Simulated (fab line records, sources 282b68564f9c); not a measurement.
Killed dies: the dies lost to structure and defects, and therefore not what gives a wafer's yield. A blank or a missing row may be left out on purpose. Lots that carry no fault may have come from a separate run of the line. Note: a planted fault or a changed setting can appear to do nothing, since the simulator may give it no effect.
Matching of chambers | flow rit cmos | RIT_GATE_ETCH_19 on rie si-01 has 4 sister chambers
The step etches poly-Si in SF6/CHF3/O2, stops on SiO2, time 165 s, target depth 312.5 nm. 14 wafers are shown with their chamber, then 7 later ones without.

## EACH WAFER AND ITS CHAMBER
wafer  | chamber | drypump motor current A (A) | oes product au (a.u.) | throttle valve pct (%)
L179.1 | 2       | 6.6                         | 0.851                 | 10.29
L179.3 | 0       | 5.5                         | 0.840                 | 10.28
L179.6 | 2       | 6.6                         | 0.855                 | 10.30
L181.1 | 1       | 6.4                         | 0.855                 | 10.33
L181.5 | 0       | 5.4                         | 0.853                 | 10.26
L181.6 | 1       | 6.4                         | 0.863                 | 10.35
L183.2 | 0       | 5.4                         | 0.846                 | 10.27
L183.3 | 2       | 6.6                         | 0.850                 | 10.31
L183.4 | 1       | 6.4                         | 0.851                 | 10.34
L187.3 | 1       | 6.4                         | 0.856                 | 10.33
L187.4 | 0       | 5.4                         | 0.841                 | 10.26
L187.5 | 3       | 6.4                         | 0.816                 | 10.33
L195.1 | 3       | 6.4                         | 0.819                 | 10.35
L195.4 | 1       | 6.4                         | 0.854                 | 10.35

SIGNATURES (means of the wafers above)
reading                 | chamber 0 | chamber 1 | chamber 2 | chamber 3 | scatter within a chamber
drypump motor current A | 5.425     | 6.400     | 6.600     | 6.400     | 0.0274
oes product au          | 0.84500   | 0.85580   | 0.85200   | 0.81750   | 0.00451
throttle valve pct      | 10.2675   | 10.3400   | 10.3000   | 10.3400   | 0.0104
Rule: for a wafer and a chamber, the distance is found by dividing, reading by reading, the gap between the wafer's reading and the chamber's mean by the reading's scatter, squaring, summing and taking the root. If the next closest chamber is less than 2 further off than the closest, the wafer can't be placed; otherwise it belongs to the closest. The scatter: take each reading less its chamber's mean, square it, sum over the shown wafers, divide by the number of wafers less the number of chambers, and take the root.

## WAFERS WHOSE CHAMBER IS MISSING
wafer  | drypump motor current A (A) | oes product au (a.u.) | throttle valve pct (%)
L195.5 | 6.4                         | 0.822                 | 10.37
L199.1 | 5.4                         | 0.859                 | 10.26
L199.3 | 6.4                         | 0.839                 | 10.35
L199.6 | 6.6                         | 0.869                 | 10.30
L201.2 | 6.6                         | 0.858                 | 10.31
L201.4 | 6.4                         | 0.861                 | 10.34
L201.6 | 6.6                         | 0.858                 | 10.28

## CHAMBER TAKEN BY EACH
wafer  | from the rows above     | in truth
L195.5 | 3                       | 3
L199.1 | 0                       | 0
L199.3 | can't be placed: 1 or 3 | 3
L199.6 | 2                       | 2
L201.2 | 2                       | 2
L201.4 | 1                       | 1
L201.6 | 2                       | 2
Correct placement for 6 of the 7. Can't be placed from these rows: 1 (the true chamber is among the candidates in 1). Placed wrongly: 0.
